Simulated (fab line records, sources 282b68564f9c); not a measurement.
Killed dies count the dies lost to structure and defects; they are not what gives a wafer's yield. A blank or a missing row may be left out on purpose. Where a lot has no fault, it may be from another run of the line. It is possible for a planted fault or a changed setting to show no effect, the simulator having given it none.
fab line records	flow rit_cmos
[record] lots = 6	wafers = 18	last_day = 8
route steps=202 shown NLDD@110 PLDD@114 M1@202
lots untouched by any fault: they come from a run of this same line in which no faults occurred
start_h: start of the lot's first displayed wafer, in hours after the record's first day	wait_h: time in hours since the lot's previous step	" unchanged from the row above	L1.1+2: several wafers, shown together as one row	- value missing, or start not given	* or withheld: withheld	< > ~ a bound
route shown NAME@n: NAME is a module with steps in the file, n the number in the route of the first one	usual: the fault-free wafers' mean and standard deviation	same: alike in all rows	chamber/n: place in a boat	sites: readings site by site	_std_site: standard deviation of those values	_edge_site: outer sites' mean less inner sites'	radius_mm: how far each site lies from the wafer's centre	mask NAME#n: copy n	behind: tool/chamber where the wafer was last shaped	hold: what put the lot on hold/how long, in hours/how the hold closed	device: names the non-switching transistor (n, p or np)	end of line: the route-end tests of the same wafers	for a step that has no rows: nothing shown but its recipe	killed: count of dies lost to structure and defects at first sort (not the wafer's yield)	map: the dies of a wafer, with x for killed, . for not killed, _ for no die there
set.NAME: the setting that was run; set.NAME@STEP: the one run at that earlier step	model.NAME: the simulator's own value behind a step, which no gauge read
lots at some steps of the route; a table a step, a row a wafer
services: a tool's chamber out of use, with start hour (start_h, from the record's first day; less than 0 if before it), hours out, and reason
[[steps]]
[step RIT_NLDD_HARDBAKE_07]
[recipe] resist = NOVOLAK	temp_c = 140	time_s = 60
[step RIT_NLDD_IMPLANT_08]
[recipe] species = P	energy_kev = 20	dose_cm2 = 5e+14	tilt_deg = 7
[step RIT_NLDD_STRIP_09]
[recipe] chemistry = O2	time_s = 180	resist = NOVOLAK	platen_temp_c = withheld	power_w = 500	pressure_mtorr = 4000	o2_flow_sccm = 4000
[usual] drypump_motor_current_A = 5.8/0.34
lot.wafer	tool	chamber	start_h	wait_h	drypump_motor_current_A	rf_hours_counter_h
L963.2	plasma_asher-04	1	74.94	0.1	5.7	38
L963.4	"	1	"	"	5.7	-
L963.5	"	0	"	"	5.3	-
L965.2	plasma_asher-04	0	81.32	0.1	5.3	38
L965.3	"	1	"	"	5.7	-
L965.5	"	0	"	"	5.3	-
L974.4	plasma_asher-02	0	123.12	0.1	6.2	-
L974.5	"	1	"	"	5.7	-
L974.6	"	0	"	"	6.3	-
L976.1	plasma_asher-04	1	133.30	0.1	5.7	1
L976.2	"	0	"	"	5.3	1
L976.3	"	1	"	"	5.7	-
L977.3	plasma_asher-02	1	136.40	0.1	5.7	-
L977.4	"	0	"	"	6.3	-
L977.6	"	0	"	"	6.3	-
L982.1	plasma_asher-01	0	167.27	0.1	6.2	39
L982.3	"	1	"	"	5.6	-
L982.6	"	1	"	"	5.6	-
[step RIT_NLDD_TW_MEAS_10]
[usual] NLDD_TW = 2505/11
lot.wafer	tool	chamber	start_h	wait_h	NLDD_TW
L963.2	film_metro-01	-	75.13	0.1	2522
L963.4	"	-	"	"	2517
L963.5	"	-	"	"	2503
L965.2	film_metro-01	-	81.51	0.1	2532
L965.3	"	-	"	"	2524
L965.5	"	-	"	"	2530
L974.4	film_metro-02	-	123.27	0.1	2494
L974.5	"	-	"	"	2497
L974.6	"	-	"	"	2496
L976.1	film_metro-01	-	133.47	0.1	2514
L976.2	"	-	"	"	2506
L976.3	"	-	"	"	2500
L977.3	film_metro-01	-	136.54	0.1	2489
L977.4	"	-	"	"	2502
L977.6	"	-	"	"	2501
L982.1	film_metro-01	-	167.45	0.1	2524
L982.3	"	-	"	"	2525
L982.6	"	-	"	"	2515
[step RIT_PLDD_HMDS_00]
[recipe] prime_time_s = 60	prime_temp_c = 140
[step RIT_PLDD_COAT_01]
[recipe] resist = NOVOLAK	spin_rpm = 3250	resist_thk_nm = 1000
[step RIT_PLDD_SOFTBAKE_02]
[recipe] resist = NOVOLAK	temp_c = 90	time_s = 60
[step RIT_PLDD_EXPOSE_03]
[recipe] mask_id = M8	na = 0.57	target_cd_nm = 40900	dose_mj = 250
[step RIT_PLDD_PEB_04]
[recipe] resist = NOVOLAK	temp_c = withheld	time_s = withheld
[step RIT_PLDD_DEVELOP_05]
[recipe] resist = NOVOLAK	develop_time_s = 50	dev_temp_c = 23
[step RIT_PLDD_OVL_MEAS_06]
[usual] PLDD_OVL = -0.2/1.4
lot.wafer	tool	chamber	start_h	wait_h	PLDD_OVL[nm]
L963.2	overlay-02	-	76.16	-	0.9
L963.4	"	-	"	"	0.8
L963.5	"	-	"	"	-0.6
L965.2	overlay-02	-	82.57	-	-0.6
L965.3	"	-	"	"	-0.8
L965.5	"	-	"	"	1.2
L974.4	overlay-01	-	124.16	-	-1.8
L974.5	"	-	"	"	-1.0
L974.6	"	-	"	"	-1.7
L976.1	overlay-01	-	134.38	-	-0.4
L976.2	"	-	"	"	-1.1
L976.3	"	-	"	"	-1.2
L977.3	overlay-01	-	137.57	-	-0.1
L977.4	"	-	"	"	-1.5
L977.6	"	-	"	"	-0.4
L982.1	overlay-02	-	168.43	-	-1.3
L982.3	"	-	"	"	-0.1
L982.6	"	-	"	"	2.7
[step RIT_PLDD_HARDBAKE_07]
[recipe] resist = NOVOLAK	temp_c = 140	time_s = 60
[step RIT_PLDD_IMPLANT_08]
[recipe] species = BF2	energy_kev = 20	dose_cm2 = 9e+14	tilt_deg = 7
[usual] dose_ions_cm2 = 9.002e+14/8.7e+11	end_station_pressure_torr = 7.2e-06/3.5e-07	faraday_current_uA = 2820/58
lot.wafer	tool	chamber	start_h	wait_h	dose_ions_cm2	end_station_pressure_torr	faraday_current_uA
L963.2	implanter-04	0	76.37	0.1	9e+14	6.9e-06	2806
L963.4	"	0	"	"	8.994e+14	7.6e-06	2885
L963.5	"	0	"	"	8.999e+14	7.6e-06	2910
L965.2	implanter-01	0	82.77	0.1	8.998e+14	7.5e-06	2719
L965.3	"	0	"	"	9.006e+14	7.4e-06	2809
L965.5	"	0	"	"	8.992e+14	7.3e-06	2884
L974.4	implanter-01	0	124.41	0.1	2.689e+14	5.8e-06	849
L974.5	"	0	"	"	2.697e+14	5.3e-06	821
L974.6	"	0	"	"	2.704e+14	5.5e-06	818
L976.1	implanter-01	0	134.57	0.1	2.696e+14	5.8e-06	877
L976.2	"	0	"	"	2.7e+14	5.7e-06	852
L976.3	"	0	"	"	2.718e+14	5.9e-06	849
L977.3	implanter-04	0	137.96	0.1	9.022e+14	8e-06	2892
L977.4	"	0	"	"	9.012e+14	7e-06	2823
L977.6	"	0	"	"	9.009e+14	7.6e-06	2853
L982.1	implanter-03	0	168.61	0.1	9.006e+14	7.5e-06	2910
L982.3	"	0	"	"	9.007e+14	7.8e-06	2815
L982.6	"	0	"	"	8.995e+14	7.2e-06	2797
[step RIT_PLDD_STRIP_09]
[recipe] chemistry = O2	time_s = 180	resist = NOVOLAK	platen_temp_c = withheld	power_w = 500	pressure_mtorr = 4000	o2_flow_sccm = 4000
[usual] drypump_motor_current_A = 5.7/0.33
lot.wafer	tool	chamber	start_h	wait_h	drypump_motor_current_A	rf_hours_counter_h
L963.2	plasma_asher-02	0	76.49	0.1	6.3	44
L963.4	"	0	"	"	6.3	-
L963.5	"	0	"	"	6.3	-
L965.2	plasma_asher-04	1	82.90	0.1	5.7	39
L965.3	"	1	"	"	5.7	-
L965.5	"	1	"	"	5.7	-
L974.4	plasma_asher-04	0	124.54	0.1	5.3	-
L974.5	"	1	"	"	5.7	-
L974.6	"	0	"	"	5.3	-
L976.1	plasma_asher-04	0	134.72	0.1	5.3	2
L976.2	"	1	"	"	5.7	2
L976.3	"	1	"	"	5.7	-
L977.3	plasma_asher-03	0	138.12	0.1	5.8	-
L977.4	"	1	"	"	5.3	-
L977.6	"	0	"	"	5.8	-
L982.1	plasma_asher-02	0	168.76	0.1	6.3	55
L982.3	"	1	"	"	5.7	-
L982.6	"	0	"	"	6.3	-
[step RIT_PLDD_TW_MEAS_10]
[usual] PLDD_TW = 2363/11
lot.wafer	tool	chamber	start_h	wait_h	hold	PLDD_TW
L963.2	film_metro-01	-	76.68	0.1	-	2383
L963.4	"	-	"	"	-	2378
L963.5	"	-	"	"	-	2380
L965.2	film_metro-02	-	83.08	0.1	-	2358
L965.3	"	-	"	"	-	2366
L965.5	"	-	"	"	-	2358
L974.4	film_metro-02	-	124.69	0.1	await_dispo/0.2h/release	1684
L974.5	"	-	"	"	await_dispo/0.2h/release	1683
L974.6	"	-	"	"	await_dispo/0.2h/release	1680
L974.4	film_metro-02	-	124.91	0.2	-	1688
L974.5	"	-	"	"	-	1688
L974.6	"	-	"	"	-	1694
L976.1	film_metro-01	-	134.89	0.1	await_dispo/0.2h/release	1682
L976.2	"	-	"	"	await_dispo/0.2h/release	1689
L976.3	"	-	"	"	await_dispo/0.2h/release	1680
L976.1	film_metro-01	-	135.12	0.2	-	1687
L976.2	"	-	"	"	-	1682
L976.3	"	-	"	"	-	1680
L977.3	film_metro-01	-	138.25	0.1	-	2355
L977.4	"	-	"	"	-	2368
L977.6	"	-	"	"	-	2368
L982.1	film_metro-01	-	168.94	0.1	-	2368
L982.3	"	-	"	"	-	2384
L982.6	"	-	"	"	-	2376
[step RIT_M1_PROBE_99]
[usual] defect_limited_yield = 97.4/1.2	killed_at_M0_to_M3 = 0.0/0.14	killed_at_front_end = 7/3.1	killed_dies = 7/3.1	killed_on_rim = 1.8/1.3	killed_open = 3.3/2	killed_short = 3.5/1.9	sort_bin_3_pad_short = 0.1/0.24	sort_bin_5_function = 1.5/0.84	sort_bin_6_memory = 0.9/0.62	sort_n_pass = 257/3.1	sort_yield_pct = 97.4/1.2
[same] gross_dies = 264	killed_at_M4_up = 0	killed_at_back_side = 0	killed_at_contacts = 0	killed_at_other = 0
lot.wafer	tool	chamber	start_h	wait_h	defect_limited_yield[%]	killed_at_M0_to_M3	killed_at_front_end	killed_dies	killed_on_rim	killed_open	killed_short	sort_bin_3_pad_short[%]	sort_bin_5_function[%]	sort_bin_6_memory[%]	sort_n_pass	sort_yield_pct[%]
L963.2	prober-02	-	90.68	0.1	94.3	0	15	15	5	6	9	1.1	3.0	1.5	249	94.3
L963.4	prober-02	-	90.78	0.2	97.3	0	7	7	2	3	4	0	1.5	1.1	257	97.3
L963.5	prober-02	-	90.83	0.2	96.6	0	9	9	2	4	5	0	2.7	0.8	255	96.6
L965.2	prober-02	-	97.02	0.1	98.1	0	5	5	1	2	3	0	1.9	0	259	98.1
L965.3	prober-02	-	97.07	0.2	97.7	0	6	6	2	4	2	0	0.8	1.5	258	97.7
L965.5	prober-02	-	97.17	0.2	95.8	0	11	11	4	6	5	0	3.0	1.1	253	95.8
L977.3	prober-02	-	153.15	0.2	96.2	0	10	10	2	5	5	0	1.5	2.3	254	96.2
L977.4	prober-02	-	153.20	0.2	98.9	0	3	3	0	2	1	0	0.4	0.8	261	98.9
L977.6	prober-02	-	153.30	0.2	99.2	0	2	2	0	1	1	0	0.4	0.4	262	99.2
L982.1	prober-01	-	182.36	0.1	96.2	0	10	10	3	6	4	0	3.4	0.4	254	96.2
L982.3	prober-01	-	182.46	0.2	98.5	1	3	4	1	1	3	0	0.4	1.1	260	98.5
L982.6	prober-01	-	182.61	0.2	99.6	0	1	1	1	0	1	0	0.4	0	263	99.6
// killed by level:class
L963.2 GATE:geometric_particle:short=5 GATE:geometric_particle:open=3 SILICIDE:geometric_particle:open=3 FOX1:geometric_particle:short=1 FOX2:geometric_particle:short=1 REOX:geometric_particle:short=1 SILICIDE:geometric_particle:short=1
L963.4 GATE:geometric_particle:short=2 GATE:geometric_particle:open=2 FOX1:geometric_particle:open=1 REOX:geometric_particle:short=1 SILICIDE:geometric_particle:short=1
L963.5 SILICIDE:geometric_particle:short=4 GATE:geometric_particle:open=2 FOX1:geometric_particle:open=1 FOX1:geometric_particle:short=1 FOX2:geometric_particle:open=1
L965.2 FOX1:geometric_particle:short=1 GATE:geometric_particle:open=1 GATE:geometric_particle:short=1 SPACER:geometric_particle:open=1 SPACER:geometric_particle:short=1
L965.3 SILICIDE:geometric_particle:short=2 GATE:geometric_particle:open=1 REOX:geometric_particle:open=1 SPACER:geometric_particle:open=1 SILICIDE:geometric_particle:open=1
L965.5 SILICIDE:geometric_particle:short=3 REOX:geometric_particle:open=2 FOX2:geometric_particle:open=1 GATE:geometric_particle:open=1 GATE:geometric_particle:short=1 REOX:geometric_particle:short=1 SPACER:geometric_particle:open=1 SILICIDE:geometric_particle:open=1
L977.3 GATE:geometric_particle:open=5 FOX2:geometric_particle:short=2 GATE:geometric_particle:short=1 REOX:geometric_particle:short=1 SPACER:geometric_particle:short=1
L977.4 FOX2:geometric_particle:short=1 GATE:geometric_particle:open=1 SILICIDE:geometric_particle:open=1
L977.6 GATE:geometric_particle:short=1 SILICIDE:geometric_particle:open=1
L982.1 GATE:geometric_particle:short=3 FOX2:geometric_particle:open=2 SILICIDE:geometric_particle:open=2 FOX1:geometric_particle:open=1 FOX2:geometric_particle:short=1 GATE:geometric_particle:open=1
L982.3 GATE:geometric_particle:short=2 SILICIDE:geometric_particle:open=1 M1:geometric_particle:short=1
L982.6 FOX1:geometric_particle:short=1
[[services]]
tool	chamber	start_h	hours	kind
implanter-04	-	53.26	6.6	repair
implanter-03	-	56.98	3.0	pm
implanter-04	-	59.89	2.8	pm
plasma_asher-04	-	62.61	0.7	repair
implanter-01	-	74.24	4.2	repair
implanter-03	-	89.18	1.5	repair
plasma_asher-04	-	91.79	1.4	repair
plasma_asher-04	-	99.32	2.8	repair
plasma_asher-04	-	108.75	9.0	pm
plasma_asher-04	0	108.75	9.0	vent_cycle
plasma_asher-04	1	108.75	9.0	vent_cycle
plasma_asher-04	0	117.75	-	clean
plasma_asher-04	1	117.75	-	clean
plasma_asher-03	-	141.43	21.0	repair
implanter-03	-	142.11	2.8	repair
plasma_asher-04	-	167.71	2.4	repair
[[key]]
[first_sign] step = RIT_PLDD_IMPLANT_08	reading = dose_ions_cm2	direction = down	sigmas = 99+	usual = 9.002e+14	struck = 2.701e+14
[effect] step = RIT_PLDD_IMPLANT_08	reading = faraday_current_uA	direction = down	sigmas = 34	usual = 2820	struck = 844
[effect] step = RIT_PLDD_TW_MEAS_10	reading = visit	direction = added
[effect] step = RIT_PLDD_TW_MEAS_10	reading = PLDD_TW	direction = down	sigmas = 63	usual = 2363	struck = 1683
met_at RIT_PLDD_IMPLANT_08
struck_wafers L974.4,L974.5,L974.6,L976.1,L976.2,L976.3
scrapped_behind RIT_PLDD_TW_MEAS_10 L974.4,L974.5,L974.6,L976.1,L976.2,L976.3
onset_between 82.77 124.41
[fault] kind = process_parameter_drift	tool = implanter-01	chamber = -	onset_h = 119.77	steps = RIT_PLDD_IMPLANT_08	channel = dose_cm2	offset = -6.3e+14	shape = step	end_h = 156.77	acts_in = these_recipes_only	stated = 9e+14
